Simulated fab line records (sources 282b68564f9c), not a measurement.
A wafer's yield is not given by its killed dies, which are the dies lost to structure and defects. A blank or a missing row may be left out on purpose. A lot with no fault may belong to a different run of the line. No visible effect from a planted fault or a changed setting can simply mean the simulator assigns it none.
Struck lot and sound lot, side by side	flow ritCmos	20 out of 202 route steps
Sound: these wafers, L339.1, L339.4, L339.6. Struck: wafers L354.3, L354.5, L354.6. At the end, the cause is stated.
At each step with rows: each side's tool, then ch and its chambers, then its first start. Under that, the readings that differ: sound wafers	struck wafers	difference of the means	sigmas: that difference in standard deviations of wafers without a fault.
alike: words and numbers the same on both sides, and readings whose means are apart by under 2 such deviations; not compared: readings that were withheld, readings missing a value for some wafer, numbers with overlapping values and no deviation given by the record, and bounds like >300 which may hide the same value.
Wherever a step has rows on one side only, a row that says differs or no value, or a row with sigmas, the two part there. Numbers that don't overlap but have no deviation are shown without sigmas and don't part them. A reading missing from all wafers of one side parts the sides only when that side holds two or more wafers.

RIT_CONTACT_CD_MEAS_08: target cd 1000 nm.
  struck on cdSem-02, day 6 22:21; sound on cdSem-02, day 4 03:11
  alike: cdNm
RIT_CONTACT_OVL_MEAS_09:
  struck on overlay-02, day 6 22:26; sound on overlay-01, day 4 03:19
  alike: CONTACT_OVL
then, 1 step without rows for these wafers: RIT_CONTACT_HARDBAKE_10 (time 60 s).
RIT_CONTACT_ETCH_11: etches SiO2 in CHF3/CF4/Ar, stops on TiSi2, target depth 480 nm, time 320 s.
  sound on rieDiel-03 ch 1,2, day 4 03:30; struck on rieDiel-01 ch 0,3, day 6 22:37
  alike: drypumpMotorCurrentA, mfcArSccm, oesProductAu, throttleValvePct
  not compared: rfHoursCounterH
RIT_CONTACT_STRIP_12: strips in O2, time 180 s.
  sound on plasmaAsher-01 ch 0, day 4 03:41; struck on plasmaAsher-03 ch 0,1, day 6 22:52
  alike: drypumpMotorCurrentA, o2FlowSccm
  not compared: rfHoursCounterH
RIT_CONTACT_CD_MEAS_90: target cd 1000 nm.
  struck on cdSem-01, day 6 23:01; sound on cdSem-02, day 4 03:52
  alike: cdNm
then, 2 steps without rows for these wafers: RIT_CONTACT_CLEAN_13 (cleans in SC1, time 600 s); RIT_CONTACT_CLEAN_14 (cleans in SC2, time 600 s).
RIT_M1_SPUTTER_00: material Al, target thk 400 nm, time 500 s.
  struck on pvdSputter-04, day 6 23:29; sound on pvdSputter-04, day 4 04:24
  alike: throttleValvePct
RIT_M1_RS_MEAS_01: measurement is done with a four-point probe.
  struck on filmMetro-04, day 6 23:49; sound on filmMetro-03, day 4 04:42
  alike: M1_AL_RS
RIT_M1_THK_MEAS_02: measures by xrf.
  struck on filmMetro-04, day 6 23:55; sound on filmMetro-03, day 4 04:49
  alike: M1_AL_THK
then, 1 step without rows for these wafers: RIT_M1_HMDS_03 (prime time 60 s).
RIT_M1_COAT_04: resist thk 1300 nm.
  sound on lithoTrack-01 ch 0, day 4 05:02; struck on lithoTrack-01, day 7 00:10
  no value came back on the struck wafers for chillPlateTempC (C), dispensePressureKPa (kPa), spinSpeedRpm (rpm); on the sound wafers chillPlateTempC (C) reads 23.05 23.02 23.07
then, 4 steps without rows for these wafers: RIT_M1_SOFTBAKE_05 (time 60 s); RIT_M1_EXPOSE_06 (exposes mask M12, target cd 2600 nm); RIT_M1_PEB_07; RIT_M1_DEVELOP_08 (develop time 68 s).
RIT_M1_CD_MEAS_09: target cd 2600 nm.
  struck on cdSem-01, day 7 00:53; sound on cdSem-02, day 4 05:46
reading	sound	struck	difference	sigmas
cdNm (nm)	2600.1 2599.5 2597.2	- - -	no value on the struck wafers	
RIT_M1_OVL_MEAS_10:
  struck on overlay-01, day 7 00:58; sound on overlay-01, day 4 05:53
reading	sound	struck	difference	sigmas
M1_OVL (nm)	-1.3 -0.4 0.6	- - -	no value on the struck wafers	
RIT_M1_PROBE_99:
  struck on prober-01, day 7 03:36; sound on prober-02, day 4 08:25
reading	sound	struck	difference	sigmas
defectLimitedYield (%)	95.1 97.3 98.5	0 0 0	-97	-81
killed_at_M0_to_M3	0 0 0	252 251 251	+251	+99 or more
killedDies	13 7 4	264 264 264	+256	+80
killedOnRim	4 3 0	70 70 70	+68	+45
sort_bin_5_function (%)	2.7 1.5 0.8	96.6 97.0 97.0	+95.2	+99 or more
sort_bin_6_memory (%)	2.3 1.1 0.8	3.0 3.0 2.7	+1.5	+2
sortNPass	251 257 260	0 0 0	-256	-80
sortYieldPct (%)	95.1 97.3 98.5	0 0 0	-97	-81
  alike: killedAtContacts, killedAtFrontEnd, killedOpen, killedShort, sort_bin_3_pad_short

WHERE THEY PART
At RIT_M1_COAT_04 first; at RIT_M1_PROBE_99 last (within this record only).

WHY: what the simulator had put in
Beginning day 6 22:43, the whole step at RIT_M1_COAT_04 was skipped on lithoTrack-01. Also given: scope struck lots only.
